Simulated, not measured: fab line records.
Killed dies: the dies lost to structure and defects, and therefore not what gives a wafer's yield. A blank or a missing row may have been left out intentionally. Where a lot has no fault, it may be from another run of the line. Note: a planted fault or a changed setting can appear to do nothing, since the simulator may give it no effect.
Code-filled problem report in 8D (eight disciplines) form :: flow rit cmos :: the parts of the form that need people (team, actions taken, sign-off) are left out

## 1. THE ISSUE
Mean of killed at front end at RIT_M1_PROBE_99: 30 across 9 wafers in 3 lots; on wafers with no fault it is 8 (standard deviation 3.3). Measured from the usual mean, that is +6.6 standard deviations.
First observed at day 6 01:29: wafer L407.1, on prober-02. The record holds 15 wafers of 5 lots with a number at this step. Rule for "out" (also "out of limits"): further than 4 standard deviations from the usual mean. The rest of the wafers with a number are treated as sound.

## 2. WHAT THIS IS AND IS NOT
question: which readings at this step
is: killed at front end, killed dies
is not: killed_at_M0_to_M3, killed open, killed short

question: which lots
is: L407, L408, L409
is not: L399, L410

question: which wafers of those lots
is: all that have a number
is not: -

question: read on which tools
is: prober-01, prober-02
is not: -

question: when
is: from day 6 01:29
is not: up to then (3 sound wafers); but 3 sound wafers of L410 came after

## 3. THE SUSPECTS, EACH WITH WHAT RULES IT OUT
Counting: a tool at any process step up to the reading remains a suspect when it ran all the lots that are out and ran no sound lot after the first of those.
- wet bench-03 at RIT_GATE_CLEAN_04 (cleans in dHF, time 60 s): kept. It ran every lot that is out, first L407 (day 4 22:41), and no sound lot after that.
Left after counting: wet bench-03 at RIT_GATE_CLEAN_04.

## 4. THE CAUSE (what the simulator had put in)
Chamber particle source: wet bench-03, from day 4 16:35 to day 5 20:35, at RIT_GATE_CLEAN_04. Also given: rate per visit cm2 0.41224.
Only this tool survived the counting.

## 5. THE CHAIN OF EFFECTS, in route order
Each row: a reading whose mean over the struck wafers that have a number lies more than 3 standard deviations from the usual. Only readings for which the record gives a usual standard deviation are gone through. hours: the time from each lot's start at the first step in this table that gives one to its start at this step, as a median over the lots. sigmas: the change in usual standard deviations.
hours: 0
step: RIT_M1_PROBE_99
reading: killed at front end
usual: 8
on struck wafers: 30
change: +22
sigmas: +6.6

hours: 0
step: RIT_M1_PROBE_99
reading: killed dies
usual: 8
on struck wafers: 30
change: +22
sigmas: +6.6
Process steps it contains:
- RIT_M1_PROBE_99

## 6. WHAT WOULD HAVE CAUGHT IT SOONER
The fault began at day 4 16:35; the first out-of-limits reading in this record came at day 6 01:29, 33 hours later.
All the lots that are out (3) had begun RIT_GATE_CLEAN_04 on wet bench-03 by day 6 01:29. Had the tool been put on hold then, not one of them would have been saved.
